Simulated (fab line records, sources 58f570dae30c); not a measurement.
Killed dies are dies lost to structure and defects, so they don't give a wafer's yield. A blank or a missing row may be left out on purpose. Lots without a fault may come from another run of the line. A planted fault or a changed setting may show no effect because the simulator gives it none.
A struck lot beside a sound one | flow berkeley_cmos170 | 15 steps out of a route of 331
Sound: wafers L666.1, L666.2, L666.4. Struck: wafers L655.3, L655.4, L655.6. The cause comes at the end.
At each step with rows: each side's tool, then ch and its chambers, then its first start. Under that, the readings that differ: sound wafers | struck wafers | difference of the means | sigmas: that difference in standard deviations of wafers without a fault.
alike: readings whose means differ by less than 2 such deviations, and words and numbers that are the same on both sides. not compared: withheld readings, readings that some wafer has no value for, bounds like >300 that may hide the same value, and numbers for which the record gives no deviation and whose values overlap.
The two part at a step that has a row with sigmas, a row that says differs or no value, or rows on one side only. Numbers that don't overlap but have no deviation are shown without sigmas and don't part them. A reading that every wafer of one side lacks parts them only if that side has two wafers or more.

first, 2 steps without rows for these wafers: UCB170_ZERO_PEB_04; UCB170_ZERO_DEVELOP_05 (develop time 45 s).
UCB170_ZERO_ETCH_06: etches SiO2 in CHF3/CF4/Ar, time 12 s.
  sound on rie_diel-03 ch 0,3, day 6 12:20; struck on rie_diel-02 ch 1,2, day 4 03:28
  alike: drypump_motor_current_A, oes_product_au, throttle_valve_pct
  not compared: rf_hours_counter_h
UCB170_ZERO_STRIP_07: strips in O2.
  sound on plasma_asher-02 ch 0,1, day 6 12:22; struck on plasma_asher-01 ch 0,1, day 4 03:31
  alike: drypump_motor_current_A, oes_product_au, strip_time_to_endpoint_s
  not compared: rf_hours_counter_h
then, 2 steps without rows for these wafers: UCB170_NWELL_WET_ETCH_00 (etches SiO2 in dHF, time 200 s); UCB170_NWELL_OXIDATION_01 (target thk 26.4 nm, ox time 1260 s).
UCB170_NWELL_THK_MEAS_02:
  sound on film_metro-01, day 6 19:53; struck on film_metro-01, day 4 07:51
  alike: NWELL_OXIDE_THK
then, 2 steps without rows for these wafers: UCB170_NWELL_ANNEAL_03 (time 900 s); UCB170_NWELL_CVD_04 (deposits Si3N4 from SiH2Cl2/NH3, target thk 224 nm, time 3360 s).
UCB170_NWELL_THK_MEAS_05:
  sound on film_metro-01, day 7 02:17; struck on film_metro-03, day 4 13:53
  alike: NWELL_NITRIDE_THK
then, 2 steps without rows for these wafers: UCB170_NWELL_HMDS_06 (prime time 60 s); UCB170_NWELL_COAT_07 (resist thk 900 nm).
UCB170_NWELL_SOFTBAKE_08: time 60 s.
  sound on litho_track-04 ch 0, day 7 02:56; struck on litho_track-03 ch 0, day 4 14:16
  reading          | sound             | struck               | difference | sigmas
  run_length_s (s) | 89.21 89.03 89.06 | 106.94 107.00 106.86 | +17.83     | +99 or more
  alike: plate_temp_C
then, 2 steps without rows for these wafers: UCB170_NWELL_EXPOSE_09 (exposes mask NWELL, target cd 3000 nm); UCB170_M3_PROBE_99.

WHERE THEY PART
Only at UCB170_NWELL_SOFTBAKE_08, within this record.

WHY: what the simulator had put in
Process parameter drift: litho_track-03, from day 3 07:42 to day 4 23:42, at UCB170_NWELL_SOFTBAKE_08. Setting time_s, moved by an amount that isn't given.
